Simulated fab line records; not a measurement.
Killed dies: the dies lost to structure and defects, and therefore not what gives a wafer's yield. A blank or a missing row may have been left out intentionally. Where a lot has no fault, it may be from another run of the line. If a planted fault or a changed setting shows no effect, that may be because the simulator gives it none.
Comparing a struck lot with a sound one | flow rit-cmos | 43 out of 202 route steps
Sound: wafers L491.3, L491.5, L491.6. Struck: wafers L501.1, L501.2, L501.5. The cause is given at the end.
For every step that has rows: the tool of each side, followed by ch and its chambers, followed by its first start. Under that, the readings that differ: sound wafers | struck wafers | difference of the means | sigmas: that difference in standard deviations of wafers without a fault.
alike: readings whose means differ by less than 2 such deviations, and words and numbers that are the same on both sides. not compared: withheld readings, readings that some wafer has no value for, bounds like >300 that may hide the same value, and numbers for which the record gives no deviation and whose values overlap.
A row with sigmas, a row that says differs or no value, or rows on one side alone: a step with any of these is where the two part. When numbers do not overlap yet have no deviation, they are printed without sigmas and do not part them. Lack of a reading on every wafer of one side parts them only where that side has two or more wafers.

first, 3 steps without rows for these wafers: RIT_PRETRO_EXPOSE_03 (exposes mask M5, target cd 43700 nm); RIT_PRETRO_PEB_04; RIT_PRETRO_DEVELOP_05 (develop time 68 s).
RIT_PRETRO_OVL_MEAS_06:
  sound on overlay-01 at day 2 08:46; struck on overlay-02 at day 4 08:46
  alike: PRETRO_OVL
then, 2 steps without rows for these wafers: RIT_PRETRO_HARDBAKE_07 (time 120 s); RIT_PRETRO_IMPLANT_08.
RIT_PRETRO_STRIP_09: strips in O2, time 180 s.
  sound on plasma-asher-04 ch 0,1, day 2 09:14; struck on plasma-asher-04 ch 0,1, day 4 09:12
  alike: drypump-motor-current-A, rf-refl-power-W
  not compared: rf-hours-counter-h
RIT_PRETRO_TW_MEAS_10:
  sound on film-metro-04 at day 2 09:23; struck on film-metro-04 at day 4 09:23
  alike: PRETRO_TW
then, 4 steps without rows for these wafers: RIT_GATE_WET_ETCH_00 (etches SiO2 in BOE, target depth 56 nm, time 60 s); RIT_GATE_CLEAN_01 (cleans in SC1, time 600 s); RIT_GATE_CLEAN_02 (cleans in dHF, time 30 s); RIT_GATE_CLEAN_03 (cleans in SC2, time 600 s).
RIT_GATE_CLEAN_04: cleans in dHF, time 60 s.
  sound on wet-bench-02 ch 2, day 2 09:50; struck on wet-bench-01 ch 2, day 4 10:05
RIT_FOX2_THK_MEAS_91:
  sound on film-metro-03 at day 2 09:53; struck on film-metro-01 at day 4 10:07
  reading                     | sound       | struck      | difference | sigmas
  FIELD_OXIDE_LEFT_2_THK (nm) | 263 256 255 | 251 245 244 | -11        | -2
then, 2 steps without rows for these wafers: RIT_GATE_OXIDATION_05 (target thk 3 nm, ox time 270 s); RIT_GATE_ANNEAL_06 (time 600 s).
RIT_GATE_THK_MEAS_07:
  sound on film-metro-04 at day 2 11:29; struck on film-metro-01 at day 4 16:10
  alike: GATE_OXIDE_THK
then, 1 step without rows for these wafers: RIT_GATE_CVD_08 (deposits poly-Si from SiH4, target thk 250 nm, time 2220 s).
RIT_GATE_THK_MEAS_09:
  sound on film-metro-04 at day 2 13:10; struck on film-metro-01 at day 4 17:50
  alike: GATE_POLY_THK
then, 6 steps without rows for these wafers: RIT_GATE_HMDS_10 (prime time 60 s); RIT_GATE_COAT_11 (resist thk 850 nm); RIT_GATE_SOFTBAKE_12 (time 60 s); RIT_GATE_EXPOSE_13 (exposes mask M6, target cd 150 nm); RIT_GATE_PEB_14; RIT_GATE_DEVELOP_15 (develop time 50 s).
RIT_GATE_CD_MEAS_16: the cd target is 150 nm.
  sound on cd-sem-01 at day 2 14:09; struck on cd-sem-01 at day 4 18:44
  alike: cd-nm
RIT_GATE_OVL_MEAS_17:
  sound on overlay-01 at day 2 14:14; struck on overlay-01 at day 4 18:52
  alike: GATE_OVL
then, 1 step without rows for these wafers: RIT_GATE_HARDBAKE_18 (time 60 s).
RIT_GATE_ETCH_19: etches poly-Si in SF6/CHF3/O2, stops on SiO2, time 165 s, target depth 312.5 nm.
  sound on rie-si-01 ch 0,1,3, day 2 14:25; struck on rie-si-01 ch 0,2, day 4 19:03
  alike: drypump-motor-current-A, oes-product-au, throttle-valve-pct
  not compared: rf-hours-counter-h
RIT_GATE_STRIP_20: strips in O2, time 180 s.
  sound on plasma-asher-03 ch 0,1, day 2 14:35; struck on plasma-asher-01 ch 0,1, day 4 19:10
  alike: drypump-motor-current-A, rf-refl-power-W
  not compared: rf-hours-counter-h
RIT_GATE_CD_MEAS_90: the cd target is 150 nm.
  sound on cd-sem-02 at day 2 14:44; struck on cd-sem-02 at day 4 19:20
  alike: cd-nm
then, 4 steps without rows for these wafers: RIT_REOX_CLEAN_00 (cleans in SC1, time 600 s); RIT_REOX_CLEAN_01 (cleans in dHF, time 30 s); RIT_REOX_CLEAN_02 (cleans in SC2, time 600 s); RIT_REOX_OXIDATION_03 (target thk 25.2 nm, ox time 5580 s).
RIT_REOX_THK_MEAS_04:
  sound on film-metro-04 at day 2 17:48; struck on film-metro-02 at day 4 23:08
  alike: REOX_OXIDE_THK
then, 6 steps without rows for these wafers: RIT_NLDD_HMDS_00 (prime time 60 s); RIT_NLDD_COAT_01 (resist thk 1000 nm); RIT_NLDD_SOFTBAKE_02 (time 60 s); RIT_NLDD_EXPOSE_03 (exposes mask M7, target cd 40700 nm); RIT_NLDD_PEB_04; RIT_NLDD_DEVELOP_05 (develop time 50 s).
RIT_M1_PROBE_99:
  sound on prober-01 at day 3 11:58; struck on prober-01 at day 5 15:28
  reading                                      | sound                | struck               | difference | sigmas
  killed-at-front-end                          | 12 14 13             | 4 8 7                | -7         | -2
  killed-dies                                  | 12 14 13             | 4 8 7                | -7         | -2
  model.etest.diode-nwell-sub.leak-log10-a-cm2 | -7.279 -7.576 -7.581 | -5.818 -5.329 -5.228 | +2.020     |
  model.etest.pmos-narrow.over-limit           | 0 0 0                | 1 1 1                | +1         |
  model.etest.antenna-poly.short               | 0 0 0                | 1 1 1                | +1         |
  model.etest.pmos-turned.short                | 0 0 0                | 1 1 1                | +1         |
  model.etest.cap-p-gate.short                 | 0 0 0                | 1 1 1                | +1         |
  model.etest.nmos-narrow.short                | 0 0 0                | 1 1 1                | +1         |
  model.etest.antenna-m1.over-limit            | 0 0 0                | 1 1 1                | +1         |
  model.etest.retro-edge-pmos.over-limit       | 0 0 0                | 1 1 1                | +1         |
  alike: killed-open, killed-short

== WHERE THEY PART ==
First at RIT_FOX2_THK_MEAS_91; last, within this record, at RIT_M1_PROBE_99.

WHY: whatever the simulator had introduced
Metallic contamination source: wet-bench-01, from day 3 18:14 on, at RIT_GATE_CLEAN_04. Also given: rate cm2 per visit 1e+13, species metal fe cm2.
